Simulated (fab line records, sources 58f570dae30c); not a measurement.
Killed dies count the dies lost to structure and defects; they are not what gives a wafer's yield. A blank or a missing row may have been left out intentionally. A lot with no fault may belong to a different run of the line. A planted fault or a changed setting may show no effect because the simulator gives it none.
The same fault as seen by 2 desks || flow berkeley_cmos170 || what lay behind the numbers comes last; until then each desk has only its own

METROLOGY DESK
Means of the sampled wafers that have a number, per lot and without regard to the tool the lot ran on: this is what the gauges read. Any lot whose mean is over 4 standard deviations away from the usual mean is out of limits and marked OUT; that distance is given in the brackets.
Columns: A = PVT_TW at UCB170_PVT_TW_MEAS_09, usual 509.2; B = FIELD_OXIDE_LEFT_2_THK at UCB170_FIELD_THK_MEAS_91, usual 356 nm; C = GATE_OXIDE_THK at UCB170_GATE_THK_MEAS_02, usual 6.61 nm; D = GATE_POLY_THK at UCB170_GATE_THK_MEAS_05, usual 215.7 nm
{"lot": "L807", "first seen here": "day 5 22:31", "A": 512.9, "B": 365, "C": 6.43, "D": 218.9}
{"lot": "L808", "first seen here": "day 5 22:40", "A": 509.5, "B": 347, "C": 6.53, "D": 218.0}
{"lot": "L817", "first seen here": "day 8 00:26", "A": 508.0, "B": 349, "C": 6.71, "D": 216.2}
{"lot": "L819", "first seen here": "day 8 08:37", "A": 506.7, "B": 349, "C": 6.89, "D": 216.0}
{"lot": "L820", "first seen here": "day 8 22:13", "A": 507.8, "B": 354, "C": 6.65, "D": 217.9}
{"lot": "L821", "first seen here": "day 9 07:05", "A": 507.4, "B": 353, "C": 6.69, "D": 216.4}
{"lot": "L827", "first seen here": "day 10 16:21", "A": 506.6, "B": 342, "C": 6.66, "D": 218.8}
Finding of this desk: none of the 7 lots has anything out of limits.

FOR THE TOOL OWNER'S DESK: krf_scanner-01
The tool's own readings at UCB170_GATE_EXPOSE_09 (exposes mask POLY, target cd 350 nm): means of the sampled wafers that have a number, for each lot that ran on this tool. Any lot whose mean is over 4 standard deviations away from the usual mean is out of limits and marked OUT; that distance is given in the brackets.
Columns: A = focus_offset_nm at UCB170_GATE_EXPOSE_09, usual 0.0 nm
{"lot": "L807", "first seen here": "day 6 12:03", "A": 0.5}
{"lot": "L819", "first seen here": "day 8 21:20", "A": -0.1}
{"lot": "L820", "first seen here": "day 9 09:43", "A": 0.4}
{"lot": "L821", "first seen here": "day 9 18:02", "A": 0.3}
Finding of this desk: none of the 4 lots has anything out of limits.

ALL TOGETHER
Nothing out of limits was seen by the metrology desk.
The tool owner's desk saw nothing out of limits.

WHAT THE SIMULATOR PUT IN
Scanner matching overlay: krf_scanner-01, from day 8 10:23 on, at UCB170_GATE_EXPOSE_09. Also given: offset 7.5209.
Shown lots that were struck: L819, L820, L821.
